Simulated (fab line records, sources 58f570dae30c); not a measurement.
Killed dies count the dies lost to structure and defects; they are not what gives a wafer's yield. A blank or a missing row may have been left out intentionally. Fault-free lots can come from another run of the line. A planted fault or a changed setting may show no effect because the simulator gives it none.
Which tool did it? | flow berkeley-cmos170 | route of 331 steps, sampled at 1 step: 7 lots, 21 wafers

WHAT THE GAUGES SHOWED, per wafer
UCB170_PSD_CD_MEAS_06: the cd target is 1200 nm.
lot  | measured     | on        | cd-nm (nm)
L513 | day 7 21:29  | cd-sem-01 | 1200.8 1201.1 1200.1
L520 | day 8 22:08  | cd-sem-01 | 1201.6 1202.7 1202.4
L523 | day 9 14:22  | cd-sem-02 | 1201.2 1202.3 1200.2
L527 | day 10 06:52 | cd-sem-02 | 1200.8 1201.0 1200.5
L528 | day 10 16:43 | cd-sem-02 | 1199.1 1201.2 1201.7
L533 | day 11 21:48 | cd-sem-01 | 1198.6 1199.3 1198.4
L536 | day 11 22:17 | cd-sem-01 | 1200.6 1199.1 1199.0

WHICH TOOL RAN EACH LOT (tool, then ch and the chambers of the sampled wafers, then the start)
The record shows no process step preceding these readings.

THE ANSWER, worked out from the rows above alone
Rule: the usual values come from the lots themselves. Put in order of their means at a reading, lots are off if they are a third of the lots or fewer, leave a main group of 4 or more, and stand apart from it by a gap of 3 or more times the standard deviation of the main group's means; of several such gaps the widest counts. If all means in a main group match to the digits the tables above print for the reading, that group is not used. Also off: a lot with no number at a reading for which 4 or more lots have one. All remaining lots with rows at the step are treated as sound.
Across all readings shown, no lot is off: no conclusion can be drawn from this.

WHAT THE SIMULATOR HAD INSERTED
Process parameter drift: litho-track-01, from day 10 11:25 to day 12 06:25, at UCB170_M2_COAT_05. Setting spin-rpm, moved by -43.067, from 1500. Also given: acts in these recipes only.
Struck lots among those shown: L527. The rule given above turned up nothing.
